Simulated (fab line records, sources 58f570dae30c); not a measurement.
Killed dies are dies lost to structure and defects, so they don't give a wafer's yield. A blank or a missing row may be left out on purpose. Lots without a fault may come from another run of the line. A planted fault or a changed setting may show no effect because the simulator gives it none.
Problem report in the 8D (eight disciplines) form, filled by code | flow berkeley_cmos170 | the parts of the form that need people (team, actions taken, sign-off) are left out

1. THE PROBLEM
beam_energy_keV at UCB170_NVT_IMPLANT_07 reads a mean of 48.102 on 6 wafers of 2 lots; wafers without a fault read 50.000 with a standard deviation of 0.017. That is -99 or more standard deviations from the usual mean.
First seen on wafer L237.2, day 8 17:57, on implanter-01. The record holds 42 wafers of 14 lots with a number at this step. Rule for "out", or "out of limits": more than 4 standard deviations from the usual mean. The other wafers with a number count as sound.

2. WHAT IT IS AND WHAT IT IS NOT
question                    | is                     | is not
which readings at this step | beam_energy_keV        | -
which lots                  | L237, L238             | L223, L224, L225, L226, L228, L232, L235, L240, L241, L243, L244, L246
which wafers of those lots  | all that have a number | -
read on which tools         | implanter-01           | implanter-03, implanter-04
when                        | from day 8 17:57       | up to then (21 sound wafers); but 15 sound wafers of L240, L241, L243, L244, L246 came after

3. SUSPECTS, AND WHAT RULES EACH OUT
Counting: a tool at a process step up to the reading stays a suspect if it ran every lot that is out and no sound lot after the first of them.
- implanter-01 at UCB170_NVT_IMPLANT_07: kept. It ran every lot that is out, first L237 (day 8 17:57), and no sound lot after that; its last sound lot up to then is L235 (day 8 05:15). Its own readings are out on those wafers: beam_energy_keV.
Left after counting: implanter-01 at UCB170_NVT_IMPLANT_07.

4. THE CAUSE (what the simulator had put in)
Process parameter drift: implanter-01, from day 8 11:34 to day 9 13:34, at UCB170_NVT_IMPLANT_07. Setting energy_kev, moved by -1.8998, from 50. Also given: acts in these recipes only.
Counting left only this tool.

5. THE CHAIN OF EFFECTS, in route order
Each row: a reading whose mean over the struck wafers that have a number lies more than 3 standard deviations from the usual. Only readings for which the record gives a usual standard deviation are gone through. hours: the time from each lot's start at the first step in this table that gives one to its start at this step, as a median over the lots. sigmas: the change in usual standard deviations.
hours | step                  | reading         | usual  | on struck wafers | change | sigmas
0     | UCB170_NVT_IMPLANT_07 | beam_energy_keV | 50.000 | 48.102           | -1.898 | -99 or more
The process steps in it:
- UCB170_NVT_IMPLANT_07

6. WHAT WOULD HAVE CAUGHT IT SOONER
In this record the first reading out of limits was taken at day 8 17:57, 6 hours after the fault began at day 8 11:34.
